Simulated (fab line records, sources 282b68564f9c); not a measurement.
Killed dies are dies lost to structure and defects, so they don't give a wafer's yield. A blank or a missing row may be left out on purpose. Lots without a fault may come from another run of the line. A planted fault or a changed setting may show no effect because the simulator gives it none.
fab line records | flow rit_cmos
record lots=6 wafers=18 last_day=6
route steps=202 shown ACTIVE@3 M1@202
lots that met no fault: from a run of the same line without faults
start_h: hours from the record's first day to the start of the lot's first wafer shown | wait_h: hours since the lot's step before | " the same as in the row above | L1.1+2: a row that stands for several wafers | - no value, or no start given | * or withheld: withheld | < > ~ a bound
route shown NAME@n: a module of which the file shows steps, and the number in the route of the first | usual: mean/standard deviation of fault-free wafers | same: alike in all rows | chamber/n: place in a boat | sites: the reading at each site | _std_site: their standard deviation | _edge_site: outer sites' mean less inner sites' | radius_mm: how far each site lies from the wafer's centre | mask NAME#n: copy n | behind: the tool/chamber that last shaped the wafer | hold: why the lot was held/for how many hours/how that ended | device: the transistor (n, p or np) that didn't switch | end of line: the same wafers' tests at the end of the route | a step without rows: its recipe alone | killed: dies lost to structure and defects at the first sort, not the wafer's yield | map: a wafer's dies, x killed, . not, _ none there
set.NAME: the setting as run; set.NAME@STEP: as run at that earlier step | model.NAME: the simulator's own value behind a step, which no gauge read
lots at some steps of the route; a table a step, a row a wafer
services: from which hour (start_h, from the record's first day; less than 0 if before it) a tool's chamber was out of use, for how many hours, and why
## steps
# step RIT_ACTIVE_THK_MEAS_02
# recipe reads=SiO2_of_ACTIVE_OXIDATION_01
# usual ACTIVE_OXIDE_THK=46.8/0.8
# columns lot.wafer tool chamber start_h wait_h ACTIVE_OXIDE_THK[nm]
L988.2 film_metro-02 - 12.06 0.0 46.4
L988.3 " - " " 45.6
L988.4 " - " " 45.6
L993.2 film_metro-01 - 37.23 0.0 47.7
L993.4 " - " " 47.7
L993.5 " - " " 47.5
L101.2 film_metro-03 - 79.10 0.0 47.1
L101.3 " - " " 47.1
L101.6 " - " " 46.9
L102.1 film_metro-03 - 82.05 0.0 47.6
L102.4 " - " " 47.9
L102.6 " - " " 48.2
L103.1 film_metro-03 - 87.36 0.0 46.1
L103.3 " - " " 45.3
L103.4 " - " " 46.2
L105.1 film_metro-03 - 97.42 0.0 46.4
L105.3 " - " " 45.8
L105.4 " - " " 46.7
# step RIT_ACTIVE_CVD_03
# recipe material=Si3N4 target_thk_nm=150 temp_c=810 precursor=SiH2Cl2/NH3 time_s=1500 pressure_mtorr=300 sih2cl2_flow_sccm=60 nh3_flow_sccm=150
# step RIT_ACTIVE_THK_MEAS_04
# recipe reads=Si3N4_of_ACTIVE_CVD_03
# usual ACTIVE_NITRIDE_THK=149.7/1.4
# columns lot.wafer tool chamber start_h wait_h ACTIVE_NITRIDE_THK[nm]
L988.2 film_metro-03 - 14.25 0.0 150.5
L988.3 " - " " 151.4
L988.4 " - " " 150.3
L993.2 film_metro-01 - 38.71 0.0 148.6
L993.4 " - " " 149.0
L993.5 " - " " 148.6
L101.2 film_metro-03 - 80.57 0.0 150.5
L101.3 " - " " 150.0
L101.6 " - " " 149.8
L102.1 film_metro-03 - 83.53 0.0 151.5
L102.4 " - " " 150.8
L102.6 " - " " 150.7
L103.1 film_metro-01 - 88.83 0.0 149.9
L103.3 " - " " 148.3
L103.4 " - " " 148.8
L105.1 film_metro-02 - 98.90 0.0 150.2
L105.3 " - " " 149.8
L105.4 " - " " 150.5
# step RIT_ACTIVE_HMDS_05
# recipe prime_time_s=60 prime_temp_c=140
# step RIT_ACTIVE_COAT_06
# recipe resist=NOVOLAK spin_rpm=3250 resist_thk_nm=1000
# step RIT_ACTIVE_SOFTBAKE_07
# recipe resist=NOVOLAK temp_c=90 time_s=60
# step RIT_ACTIVE_EXPOSE_08
# recipe mask_id=M1 na=0.6 source_shape=conventional sigma_outer=0.6 target_cd_nm=1400 dose_mj=225
# step RIT_ACTIVE_PEB_09
# recipe resist=NOVOLAK temp_c=withheld time_s=withheld
# step RIT_ACTIVE_DEVELOP_10
# recipe resist=NOVOLAK develop_time_s=50 dev_temp_c=23
# step RIT_ACTIVE_CD_MEAS_11
# recipe target_cd_nm=1400
# usual cd_nm=1400.2/2
# columns lot.wafer tool chamber start_h wait_h cd_nm
L988.2 cd_sem-01 - 15.17 - 1402.9
L988.3 " - " " 1404.1
L988.4 " - " " 1401.2
L993.2 cd_sem-01 - 39.66 - 1398.5
L993.4 " - " " 1399.2
L993.5 " - " " 1401.0
L101.2 cd_sem-01 - 81.55 - 1400.8
L101.3 " - " " 1400.0
L101.6 " - " " 1398.2
L102.1 cd_sem-02 - 84.44 - 1400.9
L102.4 " - " " 1404.7
L102.6 " - " " 1403.0
L103.1 cd_sem-01 - 89.87 - 1401.5
L103.3 " - " " 1400.2
L103.4 " - " " 1400.4
L105.1 cd_sem-01 - 99.95 - 1400.9
L105.3 " - " " 1399.1
L105.4 " - " " 1402.4
# step RIT_ACTIVE_HARDBAKE_12
# recipe resist=NOVOLAK temp_c=140 time_s=60
# step RIT_ACTIVE_ETCH_13
# recipe stop_on=SiO2 chemistry=SF6 target=Si3N4 time_s=210 over_etch_frac=0.4 SF6_flow_sccm=200 pressure_mtorr=260 rf_w=125 target_depth_a=2100
# usual drypump_motor_current_A=5.9/0.49 oes_product_au=0.818/0.014 throttle_valve_pct=7.47/0.15
# columns lot.wafer tool chamber start_h wait_h drypump_motor_current_A oes_product_au rf_hours_counter_h throttle_valve_pct
L988.2 rie_diel-03 2 15.42 0.1 6.3 0.801 134 7.43
L988.3 " 1 " " 5.5 0.828 32 7.39
L988.4 " 0 " " 5.7 0.802 136 7.32
L993.2 rie_diel-01 1 39.91 0.1 5.5 0.827 90 7.44
L993.4 " 3 " " 5.9 0.813 113 7.28
L993.5 " 3 " " 5.9 0.812 - 7.27
L101.2 rie_diel-01 1 81.80 0.1 5.5 0.832 91 7.44
L101.3 " 3 " " 5.9 0.823 115 7.27
L101.6 " 0 " " 6.3 0.810 - 7.51
L102.1 rie_diel-04 3 84.71 0.1 6.1 0.824 92 7.73
L102.4 " 1 " " 5.8 0.819 - 7.42
L102.6 " 0 " " 4.7 0.802 - 7.42
L103.1 rie_diel-04 0 90.14 0.1 4.7 0.797 84 7.41
L103.3 " 3 " " 6.1 0.819 93 7.75
L103.4 " 2 " " 5.5 0.836 96 7.74
L105.1 rie_diel-03 2 100.22 0.1 6.3 0.803 136 7.44
L105.3 " 3 " " 6.6 0.829 3 7.57
L105.4 " 3 " " 6.7 0.835 - 7.58
# step RIT_ACTIVE_STRIP_14
# recipe chemistry=O2 time_s=180 resist=NOVOLAK platen_temp_c=withheld power_w=500 pressure_mtorr=4000 o2_flow_sccm=4000
# usual chamber_pressure_mTorr=4000/3.5 drypump_motor_current_A=6.06/0.29
# columns lot.wafer tool chamber start_h wait_h chamber_pressure_mTorr drypump_motor_current_A rf_hours_counter_h
L988.2 plasma_asher-01 1 15.55 0.1 3996 5.89 37
L988.3 " 1 " " 3998 5.91 -
L988.4 " 0 " " 3993 6.30 -
L993.2 plasma_asher-04 1 40.04 0.1 3997 6.14 25
L993.4 " 1 " " 4002 6.14 -
L993.5 " 1 " " 4002 6.14 -
L101.2 plasma_asher-01 1 81.93 0.1 4008 5.89 45
L101.3 " 0 " " 4001 6.29 -
L101.6 " 0 " " 3995 6.27 -
L102.1 plasma_asher-04 0 84.84 0.1 3196 6.02 31
L102.4 " 0 " " 3192 6.02 -
L102.6 " 1 " " 3202 6.12 -
L103.1 plasma_asher-04 0 90.27 0.1 3196 6.02 31
L103.3 " 0 " " 3197 6.00 -
L103.4 " 1 " " 3196 6.15 -
L105.1 plasma_asher-01 1 100.35 0.1 4002 5.91 47
L105.3 " 1 " " 3995 5.89 -
L105.4 " 0 " " 4000 6.30 -
# step RIT_ACTIVE_CD_MEAS_90
# recipe target_cd_nm=1400
# usual cd_nm=1400.2/2
# columns lot.wafer tool chamber start_h wait_h cd_nm
L988.2 cd_sem-02 - 15.75 0.1 1402.9
L988.3 " - " " 1404.2
L988.4 " - " " 1401.3
L993.2 cd_sem-01 - 40.24 0.1 1397.9
L993.4 " - " " 1398.9
L993.5 " - " " 1401.2
L101.2 cd_sem-02 - 82.15 0.2 1400.3
L101.3 " - " " 1399.7
L101.6 " - " " 1398.3
L102.1 cd_sem-02 - 85.02 0.1 1401.1
L102.4 " - " " 1404.9
L102.6 " - " " 1402.8
L103.1 cd_sem-02 - 90.45 0.1 1400.8
L103.3 " - " " 1399.7
L103.4 " - " " 1400.2
L105.1 cd_sem-02 - 100.53 0.1 1400.6
L105.3 " - " " 1399.1
L105.4 " - " " 1402.2
# step RIT_M1_PROBE_99
# usual killed_at_contacts=0.1/0.34 killed_at_front_end=6.9/2.8 killed_dies=7.1/2.8 killed_open=3.4/1.9 killed_short=3.6/1.7
# same gross_dies=264 killed_at_M0_to_M3=0 killed_at_M4_up=0 killed_at_back_side=0 killed_at_other=0
# columns lot.wafer tool chamber start_h wait_h killed_at_contacts killed_at_front_end killed_dies killed_open killed_short
L988.2 prober-01 - 63.56 0.1 0 10 10 5 5
L988.3 prober-01 - 63.61 0.2 0 10 10 5 5
L988.4 prober-01 - 63.66 0.2 0 11 11 7 4
L101.2 prober-02 - 128.53 0.1 0 3 3 0 2
L101.3 prober-02 - 128.58 0.2 0 8 8 4 4
L101.6 prober-02 - 128.73 0.2 0 7 7 1 6
L102.1 prober-01 - 129.98 0.1 0 2 2 0 2
L102.4 prober-01 - 130.13 0.2 0 1 1 1 0
L102.6 prober-01 - 130.23 0.2 0 11 11 6 5
# killed by level:class
L988.2 GATE:geometric_particle:open=3 REOX:geometric_particle:open=2 SPACER:geometric_particle:short=2 SILICIDE:geometric_particle:short=2 REOX:geometric_particle:short=1
L988.3 GATE:geometric_particle:open=3 GATE:geometric_particle:short=2 SILICIDE:geometric_particle:open=2 FOX1:geometric_particle:short=1 REOX:geometric_particle:short=1 SPACER:geometric_particle:short=1
L988.4 REOX:geometric_particle:short=3 SILICIDE:geometric_particle:open=3 GATE:geometric_particle:open=2 REOX:geometric_particle:open=1 SPACER:geometric_particle:open=1 SPACER:geometric_particle:short=1
L101.2 SILICIDE:geometric_particle:short=2 GATE:coat_microbubble_printed=1
L101.3 GATE:geometric_particle:short=3 SPACER:geometric_particle:open=2 FOX1:geometric_particle:open=1 GATE:geometric_particle:open=1 SILICIDE:geometric_particle:short=1
L101.6 GATE:geometric_particle:short=3 FOX1:geometric_particle:short=1 FOX2:geometric_particle:short=1 SILICIDE:geometric_particle:open=1 SILICIDE:geometric_particle:short=1
L102.1 FOX1:geometric_particle:short=1 GATE:geometric_particle:short=1
L102.4 GATE:geometric_particle:open=1
L102.6 GATE:geometric_particle:short=4 GATE:geometric_particle:open=3 SPACER:geometric_particle:open=3 SPACER:geometric_particle:short=1
## services
# columns tool chamber start_h hours kind
rie_diel-03 2 -8.14 3.4 repair
rie_diel-04 2 -5.31 5.7 repair
plasma_asher-04 - -2.70 0.9 repair
rie_diel-04 1 18.81 7.7 repair
rie_diel-04 3 44.83 3.5 repair
rie_diel-03 - 70.76 10.0 pm
rie_diel-04 2 79.64 9.2 repair
rie_diel-01 - 83.07 0.5 repair
rie_diel-03 0 87.35 15.6 repair
rie_diel-01 - 94.23 0.4 repair
rie_diel-04 1 96.51 3.7 repair
## key
first_sign step=RIT_ACTIVE_STRIP_14 reading=chamber_pressure_mTorr direction=down sigmas=99+ usual=4000 struck=3197
effect none on later readings
met_at RIT_ACTIVE_STRIP_14
struck_wafers L102.1,L102.4,L102.6,L103.1,L103.3,L103.4
tester_left_out L102,L103
onset_between 40.04 84.84
fault kind=process_parameter_drift tool=plasma_asher-04 chamber=- onset_h=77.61 steps=RIT_ACTIVE_STRIP_14 channel=pressure_mtorr offset=-800 shape=step end_h=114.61 acts_in=these_recipes_only stated=4000
# tester_left_out: of these lots the tester's yield and bins aren't shown, on N5 and GAA mostly nor the transistor test; their killed dies are dies lost to structure and defects alone, not to doping, threshold or leakage, so they don't give the yield
